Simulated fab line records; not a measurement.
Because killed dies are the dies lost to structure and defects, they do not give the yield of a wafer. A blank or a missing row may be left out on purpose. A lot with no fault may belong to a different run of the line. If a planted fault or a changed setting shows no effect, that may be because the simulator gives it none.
Which tool did it? :: flow berkeley_cmos170 :: 7 lots, 21 wafers sampled, at 2 steps of a route of 331

## WHAT THE GAUGES SHOWED, per wafer
UCB170_V1_THK_MEAS_01.
lot: L936
measured: day 8 15:00
on: film_metro-02
V1_TEOS_THK (nm): 2010 2021 2001

lot: L938
measured: day 8 22:05
on: film_metro-02
V1_TEOS_THK (nm): 1994 2020 2021

lot: L941
measured: day 9 15:10
on: film_metro-01
V1_TEOS_THK (nm): 1988 2000 1993

lot: L944
measured: day 9 21:14
on: film_metro-04
V1_TEOS_THK (nm): 1995 1991 1996

lot: L948
measured: day 11 01:26
on: film_metro-01
V1_TEOS_THK (nm): 2134 2139 2152

lot: L957
measured: day 12 12:05
on: film_metro-04
V1_TEOS_THK (nm): 1951 1993 1974

lot: L959
measured: day 13 02:04
on: film_metro-01
V1_TEOS_THK (nm): 1988 2033 1985

## TOOL THAT RAN EACH LOT (tool first, then ch and the chambers of the sampled wafers, then the start)
lot: L936
UCB170_V1_CVD_00: pecvd-03 ch 0,2, day 8 14:50

lot: L938
UCB170_V1_CVD_00: pecvd-03 ch 0,1,2, day 8 21:55

lot: L941
UCB170_V1_CVD_00: pecvd-03 ch 0,1, day 9 15:00

lot: L944
UCB170_V1_CVD_00: pecvd-03 ch 0,1,2, day 9 21:05

lot: L948
UCB170_V1_CVD_00: pecvd-01 ch 0,1, day 11 01:13

lot: L957
UCB170_V1_CVD_00: pecvd-02 ch 1,2, day 12 11:55

lot: L959
UCB170_V1_CVD_00: pecvd-02 ch 0,1,2, day 13 01:53
- UCB170_V1_CVD_00: deposits SiO2 from TEOS/O2, target thk 2000 nm, time 250 s.

## THE ANSWER, worked out from the rows above alone
Rule: the lots themselves supply what counts as usual. Put in order of their means at a reading, lots are off if they are a third of the lots or fewer, leave a main group of 4 or more, and stand apart from it by a gap of 3 or more times the standard deviation of the main group's means; of several such gaps the widest counts. If all means in a main group match to the digits the tables above print for the reading, that group is not used. A lot without any number at a reading at which 4 lots or more have one is off too. All remaining lots with rows at the step are treated as sound.
Off: L948, seen at UCB170_V1_THK_MEAS_01 (V1_TEOS_THK). For the main group the mean is 1997 nm and the standard deviation 13.
If a tool, at a process step before that reading, ran all the lots that are off and no sound lot after the first of them, it fits. The gauges at UCB170_V1_THK_MEAS_01 are tried like those tools. One fits: UCB170_V1_CVD_00 on pecvd-01. It ran no sound lot before its first lot that is off in this sample, so the start can't be narrowed down.

## WHAT THE SIMULATOR HAD PUT IN
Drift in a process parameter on pecvd-01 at UCB170_V1_CVD_00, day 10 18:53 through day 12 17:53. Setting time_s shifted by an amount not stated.
Lots struck among those shown: L948. The rule above found the same.
